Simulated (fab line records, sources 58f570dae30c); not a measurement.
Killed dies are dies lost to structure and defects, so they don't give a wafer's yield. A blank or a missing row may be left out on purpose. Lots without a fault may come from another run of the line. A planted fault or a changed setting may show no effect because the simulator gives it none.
fab line records | flow berkeley_cmos170
record lots=5 wafers=15 last_day=11
route steps=331 shown ZERO@11 NWELL@14 M3@331
lots that met no fault: from a run of the same line without faults
start_h: hours from the record's first day to the start of the lot's first wafer shown | wait_h: hours since the lot's step before | " the same as in the row above | L1.1+2: a row that stands for several wafers | - no value, or no start given | * or withheld: withheld | < > ~ a bound
route shown NAME@n: a module of which the file shows steps, and the number in the route of the first | usual: mean/standard deviation of fault-free wafers | same: alike in all rows | chamber/n: place in a boat | sites: the reading at each site | _std_site: their standard deviation | _edge_site: outer sites' mean less inner sites' | radius_mm: how far each site lies from the wafer's centre | mask NAME#n: copy n | behind: the tool/chamber that last shaped the wafer | hold: why the lot was held/for how many hours/how that ended | device: the transistor (n, p or np) that didn't switch | end of line: the same wafers' tests at the end of the route | a step without rows: its recipe alone | killed: dies lost to structure and defects at the first sort, not the wafer's yield | map: a wafer's dies, x killed, . not, _ none there
set.NAME: the setting as run; set.NAME@STEP: as run at that earlier step | model.NAME: the simulator's own value behind a step, which no gauge read
lots at some steps of the route; a table a step, a row a wafer
services: from which hour (start_h, from the record's first day; less than 0 if before it) a tool's chamber was out of use, for how many hours, and why
## steps
# step UCB170_ZERO_DEVELOP_05
# recipe developer=TMAH develop_time_s=45 resist=KrF dev_temp_c=21
# step UCB170_ZERO_ETCH_06
# recipe chemistry=CHF3/CF4/Ar target=SiO2 time_s=12 pressure_mtorr=100 rf_w=500 CHF3_flow_sccm=50 cf4_flow_sccm=10 Ar_flow_sccm=120 over_etch_frac=1.58
# usual drypump_motor_current_A=5.8/0.47 oes_product_au=0.617/0.0065 throttle_valve_pct=9.28/0.16
# same over_etch_frac=1.58
# columns lot.wafer tool chamber start_h wait_h drypump_motor_current_A oes_product_au rf_hours_counter_h throttle_valve_pct
L886.2 rie_diel-01 2 28.58 - 5.1 0.619 107 9.39
L886.4 " 1 " " 5.0 0.616 - 9.35
L886.6 " 0 " " 5.9 0.616 - 9.08
L887.1 rie_diel-03 3 35.06 - 6.7 0.624 86 9.13
L887.3 " 2 " " 6.5 0.629 123 9.45
L887.4 " 0 " " 6.0 0.615 11 9.36
L894.1 rie_diel-04 1 71.48 - 5.9 0.609 10 9.32
L894.5 " 0 " " 5.6 0.610 - 9.46
L894.6 " 1 " " 5.9 0.620 - 9.32
L901.2 rie_diel-03 0 103.08 - 5.9 0.611 14 9.36
L901.4 " 2 " " 6.6 0.626 126 9.46
L901.5 " 0 " " 6.0 0.605 - 9.36
L906.3 rie_diel-01 1 130.64 - 5.0 0.614 8 9.35
L906.4 " 2 " " 5.1 0.625 112 9.38
L906.5 " 3 " " 5.5 0.619 - 9.11
# step UCB170_ZERO_STRIP_07
# recipe chemistry=O2 power_w=400 pressure_mtorr=3500 platen_temp_c=withheld o2_flow_sccm=400 overash_fraction=0.5
# usual drypump_motor_current_A=5.8/0.48 o2_flow_sccm=399.9/1.2 oes_product_au=0.727/0.0045 strip_time_to_endpoint_s=21.51/0.057
# columns lot.wafer tool chamber start_h wait_h drypump_motor_current_A o2_flow_sccm oes_product_au rf_hours_counter_h strip_time_to_endpoint_s
L886.2 plasma_asher-04 1 28.64 0.0 5.4 402.3 0.726 27 21.45
L886.4 " 0 " " 5.7 400.7 0.723 - 21.53
L886.6 " 0 " " 5.7 400.2 0.727 - 21.47
L887.1 plasma_asher-01 1 35.08 0.0 6.4 400.2 0.724 26 21.45
L887.3 " 0 " " 5.0 400.4 0.733 - 21.44
L887.4 " 1 " " 6.4 397.4 0.732 - 21.48
L894.1 plasma_asher-03 0 71.51 0.0 6.2 400.4 0.725 37 21.43
L894.5 " 0 " " 6.2 398.7 0.730 - 21.52
L894.6 " 1 " " 5.9 399.7 0.730 - 21.43
L901.2 plasma_asher-03 0 103.10 0.0 6.2 398.8 0.726 40 21.53
L901.4 " 1 " " 5.8 401.5 0.731 - 21.52
L901.5 " 0 " " 6.2 399.4 0.734 - 21.47
L906.3 plasma_asher-03 0 130.70 0.0 6.2 400.0 0.732 - 21.58
L906.4 " 1 " " 5.8 400.1 0.728 - 21.58
L906.5 " 0 " " 6.2 399.5 0.728 - 21.50
# step UCB170_NWELL_WET_ETCH_00
# recipe chemistry=dHF dilution=25:1 target=SiO2 temp_c=25 time_s=200
# step UCB170_NWELL_OXIDATION_01
# recipe temp_c=1000 ambient=O2 target_thk_a=264 ox_time_s=1260
# step UCB170_NWELL_THK_MEAS_02
# recipe reads=SiO2_of_NWELL_OXIDATION_01
# usual NWELL_OXIDE_THK=26.2/0.46
# columns lot.wafer tool chamber start_h wait_h NWELL_OXIDE_THK[nm]
L886.2 film_metro-03 - 32.30 0.0 25.5
L886.4 " - " " 26.1
L886.6 " - " " 25.4
L887.1 film_metro-01 - 40.64 0.0 26.6
L887.3 " - " " 26.8
L887.4 " - " " 26.8
L894.1 film_metro-01 - 75.35 0.0 26.1
L894.5 " - " " 26.5
L894.6 " - " " 25.9
L901.2 film_metro-03 - 106.55 0.0 26.6
L901.4 " - " " 26.3
L901.5 " - " " 25.9
L906.3 film_metro-04 - 136.43 0.0 26.9
L906.4 " - " " 26.7
L906.5 " - " " 26.1
# step UCB170_NWELL_ANNEAL_03
# recipe temp_c=1000 time_s=900 ambient=N2
# step UCB170_NWELL_CVD_04
# recipe material=Si3N4 target_thk_nm=224 temp_c=800 precursor=SiH2Cl2/NH3 time_s=3360 pressure_mtorr=200 sih2cl2_flow_sccm=25 nh3_flow_sccm=75
# step UCB170_NWELL_THK_MEAS_05
# recipe reads=Si3N4_of_NWELL_CVD_04
# usual NWELL_NITRIDE_THK=222.4/1.9
# columns lot.wafer tool chamber start_h wait_h NWELL_NITRIDE_THK[nm]
L886.2 film_metro-01 - 37.73 0.0 222.9
L886.4 " - " " 223.6
L886.6 " - " " 225.3
L887.1 film_metro-01 - 48.23 0.1 223.5
L887.3 " - " " 222.8
L887.4 " - " " 223.0
L894.1 film_metro-04 - 84.57 0.0 217.4
L894.5 " - " " 217.1
L894.6 " - " " 218.7
L901.2 film_metro-03 - 113.82 0.0 224.3
L901.4 " - " " 224.0
L901.5 " - " " 223.3
L906.3 film_metro-01 - 146.13 0.0 221.6
L906.4 " - " " 220.5
L906.5 " - " " 221.3
# step UCB170_NWELL_HMDS_06
# recipe prime_time_s=60 prime_temp_c=100
# step UCB170_NWELL_COAT_07
# recipe resist=KrF spin_rpm=1500 resist_thk_nm=900
# step UCB170_NWELL_SOFTBAKE_08
# recipe resist=KrF temp_c=130 time_s=60
# step UCB170_NWELL_EXPOSE_09
# recipe mask_id=NWELL target_cd_nm=3000 na=0.5 sigma_outer=0.6 source_shape=conventional dose_mj=25
# columns lot.wafer tool chamber start_h wait_h mask
L886.2+4+6 krf_scanner-02 0 38.54 0.1 NWELL#0
L887.1+3+4 krf_scanner-02 0 48.85 0.1 NWELL#0
L894.1+5+6 krf_scanner-02 0 85.08 0.1 NWELL_R1#0
L901.2+4+5 krf_scanner-01 0 114.34 0.1 NWELL#0
L906.3+4+5 krf_scanner-01 0 146.79 0.2 NWELL#0
# step UCB170_NWELL_PEB_10
# recipe peb_temp_c=130 peb_time_s=withheld resist=KrF
# step UCB170_NWELL_DEVELOP_11
# recipe developer=TMAH develop_time_s=45 resist=KrF dev_temp_c=21
# step UCB170_NWELL_OVL_MEAS_12
# usual NWELL_OVL=-1/4.5
# columns lot.wafer tool chamber start_h wait_h NWELL_OVL[nm]
L886.2 overlay-01 - 39.32 - -4
L886.4 " - " " -4
L886.6 " - " " -2
L887.1 overlay-02 - 49.24 - -4
L887.3 " - " " -2
L887.4 " - " " -4
L894.1 overlay-02 - 85.48 - 4
L894.5 " - " " -1
L894.6 " - " " -1
L901.2 overlay-01 - 114.72 - -4
L901.4 " - " " -5
L901.5 " - " " -2
L906.3 overlay-01 - 147.15 - -1
L906.4 " - " " 5
L906.5 " - " " -1
# step UCB170_NWELL_ETCH_13
# recipe chemistry=CH3F/Ar/O2 target=Si3N4 stop_on=SiO2 CH3F_flow_sccm=20 Ar_flow_sccm=50 O2_flow_sccm=7 pressure_mtorr=50 rf_w=450 target_depth_a=2464 over_etch_frac=0.1 time_s=154
# usual drypump_motor_current_A=5.7/0.52 oes_product_au=0.938/0.014 throttle_valve_pct=8.08/0.16
# same over_etch_frac=0.1
# columns lot.wafer tool chamber start_h wait_h drypump_motor_current_A oes_product_au rf_hours_counter_h throttle_valve_pct model.NWELL.cd_nm
L886.2 rie_diel-03 1 39.35 0.0 5.9 0.937 13 8.19 2999
L886.4 " 2 " " 6.6 0.958 123 8.23 2997
L886.6 " 1 " " 5.9 0.936 - 8.18 -
L887.1 rie_diel-03 0 49.28 0.0 6.0 0.926 12 8.16 2998
L887.3 " 2 " " 6.5 0.958 124 8.24 2998
L887.4 " 3 " " 6.7 0.934 87 7.96 3000
L894.1 rie_diel-04 3 85.51 0.0 5.2 0.924 11 7.95 -
L894.5 " 1 " " 5.8 0.927 - 8.16 2641
L894.6 " 0 " " 5.6 0.917 - 8.27 2639
L901.2 rie_diel-04 2 114.75 0.0 5.4 0.936 48 7.80 3001
L901.4 " 1 " " 5.9 0.940 12 8.13 3002
L901.5 " 0 " " 5.6 0.930 - 8.27 3000
L906.3 rie_diel-04 0 147.18 0.0 5.6 0.927 51 8.27 -
L906.4 " 2 " " 5.4 0.943 49 7.78 3000
L906.5 " 2 " " 5.4 0.936 - 7.80 3000
# step UCB170_NWELL_IMPLANT_14
# recipe species=P dose_cm2=9.931e+12 energy_kev=150 tilt_deg=7
# step UCB170_M3_PROBE_99
# columns lot.wafer tool chamber start_h wait_h model.etest.nwell.width_nm model.etest.nwell.line_ohm_um model.etest.iso_pplus_pwell.bv_v
L886.2 prober-02 - 175.77 0.1 2359 366.6 21.91
L886.4 prober-02 - 175.87 0.2 2358 369.1 21.52
L886.6 prober-02 - 175.97 0.2 2361 372.5 21.7
L887.1 prober-01 - 179.79 0.1 2370 367.2 22.85
L887.3 prober-01 - 179.89 0.2 2343 367.4 22.59
L887.4 prober-01 - 179.94 0.2 2355 364.9 22.55
L894.1 prober-01 - 222.26 0.1 2072 421.1 18.92
L894.5 prober-01 - 222.46 0.2 2057 421.6 17.48
L894.6 prober-01 - 222.51 0.2 2065 418.4 17.33
L901.2 prober-02 - 243.57 0.1 2342 372.6 21.24
L901.4 prober-02 - 243.67 0.2 2355 376.7 21.23
L901.5 prober-02 - 243.72 0.2 2346 369.8 20.87
L906.3 prober-01 - 267.61 0.2 2348 369.1 20.93
L906.4 prober-01 - 267.66 0.2 2362 368 21.07
L906.5 prober-01 - 267.71 0.2 2364 371.5 20.32
# killed by level:class
L886.2 WELLDRIVE:geometric_particle:open=2 SCREENOX:geometric_particle:open=1 M3:geometric_particle:short=1
L886.4 FIELD:geometric_particle:open=1 SILICIDE:geometric_particle:short=1 M3:geometric_particle:short=1
L886.6 M1:geometric_particle:open=1 V1:geometric_particle:short=1
L887.1 GATE:geometric_particle:short=1
L887.3 GATE:geometric_particle:short=1
L887.4 GATE:geometric_particle:short=2 ACTIVE:area_etch=2 SILICIDE:geometric_particle:open=1
L901.2 START:geometric_particle:short=1 FIELD:geometric_particle:open=1 SILICIDE:geometric_particle:short=1 M1:geometric_particle:short=1
L901.4 ACTIVE:geometric_particle:open=1 SPACER:geometric_particle:short=1
L901.5 FIELD:geometric_particle:open=1 SACOX:geometric_particle:short=1 SPACER:geometric_particle:open=1 CONTACT:geometric_particle:open=1 M2:geometric_particle:short=1
L906.3 WELLDRIVE:geometric_particle:open=1 FIELD:geometric_particle:short=1 SPACER:geometric_particle:open=1
L906.4 FIELD:geometric_particle:short=1 GATE:geometric_particle:open=1 V1:geometric_particle:short=1
L906.5 PWELL:area_etch=4 SPACER:geometric_particle:open=1 V2:geometric_particle:short=1
## services
# columns tool chamber start_h hours kind
krf_scanner-01 - 6.44 1.3 pm
rie_diel-03 - 15.38 15.6 pm
rie_diel-01 - 23.06 2.8 pm
plasma_asher-03 - 25.91 12.5 repair
rie_diel-01 3 25.91 5.7 repair
krf_scanner-02 - 33.35 0.8 pm
krf_scanner-01 - 38.01 1.0 pm
rie_diel-01 3 38.73 6.5 repair
krf_scanner-01 - 40.05 0.8 pm
krf_scanner-02 - 41.17 1.0 pm
plasma_asher-04 - 42.85 0.7 repair
krf_scanner-02 - 52.60 1.3 pm
krf_scanner-01 - 60.13 4.8 repair
rie_diel-04 3 68.45 8.1 repair
plasma_asher-01 - 84.40 32.1 repair
rie_diel-01 - 93.33 5.7 repair
plasma_asher-03 - 100.29 2.8 pm
rie_diel-04 - 132.30 0.5 repair
## key
first_sign step=UCB170_NWELL_EXPOSE_09 reading=mask direction=changed
effect none on later readings
model_effect step=UCB170_NWELL_ETCH_13 value=NWELL.cd_nm without=3000 struck=2640
model_effect step=UCB170_M3_PROBE_99 value=etest.nwell.width_nm without=2352 struck=2065
met_at UCB170_NWELL_EXPOSE_09
struck_wafers L894.1,L894.5,L894.6
sort_left_out L894.1,L894.5,L894.6
tester_left_out L894
onset_between 48.85 85.08
fault kind=wrong_mask tool=any chamber=- onset_h=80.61 steps=UCB170_NWELL_EXPOSE_09 aux_copy=NWELL_R1#0 cd_offset_nm=-360 scope=struck_lots_only
# tester_left_out: of these lots the tester's yield and bins aren't shown, on N5 and GAA mostly nor the transistor test; their killed dies are dies lost to structure and defects alone, not to doping, threshold or leakage, so they don't give the yield
# sort_left_out: the simulated sort isn't trusted on such a fault, so these wafers' sort isn't shown, and their yield isn't known
